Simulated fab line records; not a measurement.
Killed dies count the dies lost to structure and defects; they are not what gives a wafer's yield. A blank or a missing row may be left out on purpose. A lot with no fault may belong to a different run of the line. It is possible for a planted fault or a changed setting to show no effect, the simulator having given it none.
Which tool is to blame? | flow berkeleyCmos170 | 8 lots with 24 wafers sampled at 2 steps, on a route of 331 steps

WHAT THE GAUGES SHOWED, per wafer
UCB170_NLDD_TW_MEAS_11. Usual: for NLDD_TW the level is 2202 and the standard deviation is 18.
lot  | measured    | on           | NLDD_TW                       | flag
L149 | day 7 09:17 | filmMetro-01 | 2198 2196 2186                | 
L148 | day 7 09:43 | filmMetro-04 | 2180 2172 2180                | 
L152 | day 8 00:50 | filmMetro-01 | 2200 2215 2211                | 
L151 | day 8 02:09 | filmMetro-04 | 2188 2179 2192                | 
L153 | day 8 02:31 | filmMetro-01 | 1914 1913 1905 1899 1911 1916 | OFF
L150 | day 8 02:44 | filmMetro-03 | 1923 1912 1920 1930 1924 1921 | OFF
L155 | day 9 03:32 | filmMetro-03 | 1938 1938 1947 1941 1942 1941 | OFF
L154 | day 9 03:48 | filmMetro-04 | 1897 1897 1899 1888 1904 1902 | OFF

WHICH TOOL RAN EACH LOT (tool, then ch and the chambers of the sampled wafers, then the start)
lot  | UCB170_NLDD_IMPLANT_08
L149 | implanter-01 ch 0, day 7 08:55
L148 | implanter-02 ch 0, day 7 09:19
L152 | implanter-04 ch 0, day 8 00:26
L151 | implanter-02 ch 0, day 8 01:45
L153 | implanter-04 ch 0, day 8 02:08
L150 | implanter-02 ch 0, day 8 02:20
L155 | implanter-01 ch 0, day 9 03:08
L154 | implanter-02 ch 0, day 9 03:25
- UCB170_NLDD_IMPLANT_08

WHAT THE TOOLS THEMSELVES READ (means of the sampled wafers that have a number; where no wafer has one, the mark that the record gives instead)
The record holds no such reading with a usual standard deviation.

THE ANSWER, worked out from the rows above alone
Rule: a lot counts as off when the mean over its wafers that have a number is more than 3 standard deviations away from the usual mean. Also off: a lot with no number at a reading for which 4 or more lots have one. Any other lot the step has rows for is counted as sound. Order of review: gauges by route order, followed by the tools' own readings, for which a lot's mean as printed above is used. The first step at which some lot is off is used, and at that step the reading that is off furthest; a lot without a number counts as furthest.
Off: L153, L150, L155, L154, seen at UCB170_NLDD_TW_MEAS_11 (NLDD_TW).
A tool fits if, at a process step before that reading, it ran every lot that is off, and no sound lot after the first of them. Those tools and the gauges at UCB170_NLDD_TW_MEAS_11 are tried in the same way. Of those tried, none fits.

WHAT WAS PUT IN BY THE SIMULATOR
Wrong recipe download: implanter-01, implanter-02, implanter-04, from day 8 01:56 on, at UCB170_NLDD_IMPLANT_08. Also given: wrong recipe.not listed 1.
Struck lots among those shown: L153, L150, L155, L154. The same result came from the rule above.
